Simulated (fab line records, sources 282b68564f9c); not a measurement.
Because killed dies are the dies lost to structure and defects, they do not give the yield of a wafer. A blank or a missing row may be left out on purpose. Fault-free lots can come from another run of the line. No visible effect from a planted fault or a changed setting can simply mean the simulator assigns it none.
One fault seen from 2 desks	flow rit cmos	each desk holds nothing but its own numbers, with what lay behind them at the end

## DESK OF THE TOOL OWNER: rie diel-04
The tool's own readings at RIT_ACTIVE_ETCH_13 (etches Si3N4 in SF6, stops on SiO2, time 210 s, target depth 210 nm): means of the sampled wafers that have a number, for each lot that ran on this tool. A lot is out of limits, marked OUT, if its mean lies more than 4 standard deviations from the usual mean; the brackets give that distance.
Columns: A = chamber pressure mTorr at RIT_ACTIVE_ETCH_13, usual 260.00 mTorr; B = drypump motor current A at RIT_ACTIVE_ETCH_13, usual 5.9 A; C = oes product au at RIT_ACTIVE_ETCH_13, usual 0.823 a.u.; D = throttle valve pct at RIT_ACTIVE_ETCH_13, usual 7.44 %
lot	first seen here	A	B	C	D
L918	day 2 00:45	259.85	6.0	0.826	7.50
L938	day 6 04:55	242.83 (-78) OUT	5.8	0.834	7.46
L939	day 6 09:50	242.68 (-79) OUT	5.9	0.839	7.45
This desk's finding: out of limits on L938, L939; first on L938, day 6 04:55 (chamber pressure mTorr at RIT_ACTIVE_ETCH_13). L918: within limits.

## METROLOGY DESK
Means of the sampled wafers that have a number, per lot and without regard to the tool the lot ran on: this is what the gauges read. A lot is out of limits, marked OUT, if its mean lies more than 4 standard deviations from the usual mean; the brackets give that distance.
Columns: A = ACTIVE_OXIDE_THK at RIT_ACTIVE_THK_MEAS_02, usual 46.6 nm; B = ACTIVE_NITRIDE_THK at RIT_ACTIVE_THK_MEAS_04, usual 150.2 nm; C = cd nm at RIT_ACTIVE_CD_MEAS_11, usual 1400.5 nm
lot	first seen here	A	B	C
L918	day 1 22:03	46.7	151.0	1398.9
L929	day 4 05:03	44.9	147.9	1399.0
L934	day 5 06:03	46.9	151.5	1400.1
L935	day 5 11:04	46.2	149.7	1399.4
L938	day 6 02:04	47.8	151.4	1399.3
L939	day 6 07:04	45.8	150.5	1401.6
This desk found nothing out of limits on any of the 6 lots.

## PUT TOGETHER
At day 6 04:55, on L938, L939, the tool owner's desk was in a position to raise an alarm.
At the metrology desk, nothing out of limits was observed.
The metrology desk has L938, L939 on record, within its limits.
Of the lots named, all ran RIT_ACTIVE_ETCH_13 on rie diel-04.

## WHAT THE SIMULATOR HAD PUT IN
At RIT_ACTIVE_ETCH_13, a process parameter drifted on rie diel-04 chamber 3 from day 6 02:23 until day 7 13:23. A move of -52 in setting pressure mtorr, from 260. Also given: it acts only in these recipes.
Struck lots among those shown: L938, L939.
Hours from the fault's start to each desk's first reading out of limits: the tool owner's desk, 3.
